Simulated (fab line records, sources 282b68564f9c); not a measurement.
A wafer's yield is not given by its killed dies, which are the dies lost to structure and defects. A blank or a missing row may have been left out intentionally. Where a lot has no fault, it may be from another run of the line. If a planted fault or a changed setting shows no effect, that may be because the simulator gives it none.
Split-lot experiment    flow rit_cmos    5 lots, 23 wafers read, on a route of 202 steps

== ON THE SPLIT ==
At RIT_CONTACT_CVD_00 (deposits SiO2 from TEOS, target thk 400 nm, time 61 s), the setting time_s was moved away from the recipe's 61 s on 8 of the 23 wafers read, by -12.8% to +13.0%. All remaining wafers had this setting at the recipe value.

No step appears in the file between the split and the reading.

== THE READING ==
CONTACT_TEOS_THK (nm), taken at RIT_CONTACT_THK_MEAS_01. On this fab line, fault-free wafers typically give 400 nm with a standard deviation of 5.6 nm.

wafer   tool, chamber at the split  time_s as run, s  against the recipe  CONTACT_TEOS_THK, nm  against lot-mates on the recipe
L074.1  pecvd-02, 2,2,1             61                recipe              398                   -
L074.2  pecvd-02, 1                 61                recipe              396                   -
L074.4  pecvd-02, 0                 61                recipe              408                   -
L074.5  pecvd-02, 2,2,1             61                recipe              402                   -
L074.6  pecvd-02, 2,2,1             61                recipe              401                   -
L078.1  pecvd-03, 0                 53.17             -12.8%              355                   -52
L078.2  pecvd-03, 1                 61                recipe              405                   -
L078.3  pecvd-03, 2,1               61                recipe              406                   -
L078.4  pecvd-03, 2,1               61                recipe              410                   -
L078.5  pecvd-03, 0                 53.17             -12.8%              359                   -48
L080.1  pecvd-02, 2                 61                recipe              397                   -
L080.3  pecvd-02, 1                 68.95             +13.0%              440                   +46
L080.4  pecvd-02, 1                 61                recipe              392                   -
L080.5  pecvd-02, 2,0               68.95             +13.0%              445                   +50
L080.6  pecvd-02, 2,0               68.95             +13.0%              456                   +62
L082.1  pecvd-04, 1                 61                recipe              391                   -
L082.2  pecvd-04, 0                 61                recipe              391                   -
L082.3  pecvd-04, 2                 61                recipe              390                   -
L083.1  pecvd-02, 1                 57.43             -5.9%               367                   -33
L083.2  pecvd-02, 2,1               57.43             -5.9%               372                   -28
L083.3  pecvd-02, 0                 61                recipe              396                   -
L083.4  pecvd-02, 0                 61                recipe              404                   -
L083.5  pecvd-02, 2,1               57.43             -5.9%               374                   -26
Rows listing several chambers each stand for several wafers; the file does not say which wafer went through which chamber.

THE FIT
A straight line over all 23 wafers: CONTACT_TEOS_THK changes by +3.66 nm for each +1% of time_s; r = +0.96; the points scatter about the line by 6.7 nm.
The same after taking each lot's own level away (the mean of its wafers on the recipe; 23 wafers): +4.08 nm for each +1%; r = +0.99; scatter 4.3 nm.
On that fit, the largest move of time_s shifts the reading by 53 nm.
The span of the lots' own levels, 390.7 to 407.0 nm, comes to 2.9 times the standard deviation stated above.
Thus the slope moves with the lot-to-lot level: the two fits are different.
Check: +54.7 nm against its lot-mates is what the line predicts for one of the wafers moved furthest among these (+13.0%) when that wafer is left out of the fit. Against them it came out at +45.5 nm.

== THESE WAFERS: OTHER SPLITS ==
Other splits were also applied to these wafers ahead of the reading. Each is held against what the fit with the lots' levels taken away leaves over:
other split on the same wafers  wafers away from the commonest value  r with CONTACT_TEOS_THK (lot level and that fit taken away)
RIT_PLDD_SOFTBAKE_02 temp_c     9                                     +0.09
RIT_PLDD_IMPLANT_08 energy_kev  6                                     -0.09
RIT_NSD_COAT_01 resist_thk_nm   6                                     +0.10
RIT_SDANNEAL_RTA_03 time_s      9                                     -0.06

== THE WHOLE CHAIN: every reading that the file lists as answering this split, in the file's order ==
step                     what it does                                           reading                                                                         change (the file's fit)               r (the file's)
RIT_CONTACT_CVD_00       deposits SiO2 from TEOS, target thk 400 nm, time 61 s  SiO2_of_CONTACT_CVD_00.thk_nm (the simulator's own value, which no gauge read)  +3.93 nm for each +1% of the setting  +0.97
RIT_CONTACT_THK_MEAS_01                                                         CONTACT_TEOS_THK                                                                +4.07 for each +1% of the setting     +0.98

== FILE'S OWN FIT ==
CONTACT_TEOS_THK changes by +4.07 nm for each +1% of time_s, r = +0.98.
